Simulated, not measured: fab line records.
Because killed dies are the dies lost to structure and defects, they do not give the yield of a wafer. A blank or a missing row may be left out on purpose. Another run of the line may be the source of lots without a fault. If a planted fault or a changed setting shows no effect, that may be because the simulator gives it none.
One fault through the eyes of 2 desks -- flow rit cmos -- each desk has only its own numbers; what lay behind them comes last

## METROLOGY DESK
Means of the sampled wafers that have a number, per lot and without regard to the tool the lot ran on: this is what the gauges read. Any lot whose mean is over 4 standard deviations away from the usual mean is out of limits and marked OUT; that distance is given in the brackets.
Columns: A = cd nm at RIT_ACTIVE_CD_MEAS_11, usual 1400.3 nm; B = FOX1_OXIDE_THK at RIT_FOX1_THK_MEAS_01, usual 350 nm; C = PSD_OVL at RIT_PSD_OVL_MEAS_06, usual -0.5 nm
lot,first seen here,A,B,C
L540,day 1 15:38,1399.6,355,0.2
L541,day 1 20:19,1402.0,351,-2.1
L542,day 2 00:43,1402.8,352,1.1
L543,day 2 07:00,1400.2,356,-1.5
L544,day 2 12:05,1402.7,354,-0.3
L545,day 2 16:36,1401.3,353,-0.5
L546,day 2 21:32,1399.4,359,1.9
L547,day 3 01:53,1398.8,349,-0.7
L550,day 3 16:58,1399.2,349,-3.0
L555,day 4 17:53,1390.6 (-4.8) OUT,351,0.6
L556,day 4 22:29,1389.6 (-5.3) OUT,358,-0.1
L559,day 5 14:28,1399.2,351,-0.1
L560,day 5 18:26,1398.1,354,-0.2
L563,day 6 10:12,1402.5,352,0.1
This desk's finding: out of limits on L555, L556; first on L555, day 4 17:53 (cd nm at RIT_ACTIVE_CD_MEAS_11). L540, L541, L542, L543, L544, L545, L546, L547, L550, L559, L560, L563: within limits.

## AT THE TOOL OWNER'S DESK: iline stepper-02
The tool's own readings at RIT_ACTIVE_EXPOSE_08 (exposes mask M1, target cd 1400 nm): means of the sampled wafers that have a number, for each lot that ran on this tool. Any lot whose mean is over 4 standard deviations away from the usual mean is out of limits and marked OUT; that distance is given in the brackets.
Columns: A = exposure dose mJ cm2 at RIT_ACTIVE_EXPOSE_08, usual 224.96; B = focus offset nm at RIT_ACTIVE_EXPOSE_08, usual 0.1 nm
lot,first seen here,A,B
L540,day 1 15:14,224.78,0.2
L541,day 1 19:54,224.98,-0.3
L543,day 2 06:36,225.03,-0.6
L546,day 2 21:08,225.29,-0.4
L547,day 3 01:29,224.72,0.3
L555,day 4 17:22,222.10 (-13) OUT,0.3
L556,day 4 22:05,219.75 (-24) OUT,0.5
This desk's finding: out of limits on L555, L556; first on L555, day 4 17:22 (exposure dose mJ cm2 at RIT_ACTIVE_EXPOSE_08). L540, L541, L543, L546, L547: within limits.

## TAKEN TOGETHER
The tool owner's desk had the chance to raise an alarm at day 4 17:22 on L555, L556.
L555, L556 would have let the metrology desk raise an alarm at day 4 17:53.
The lots listed all ran RIT_ACTIVE_EXPOSE_08 on iline stepper-02.

## WHAT THE SIMULATOR PUT IN
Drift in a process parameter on iline stepper-02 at RIT_ACTIVE_EXPOSE_08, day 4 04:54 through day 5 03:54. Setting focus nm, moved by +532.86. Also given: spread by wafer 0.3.
Shown lots that were struck: L555, L556.
Fault start to first reading out of limits, in hours, per desk: tool owner, 12; metrology, 13.
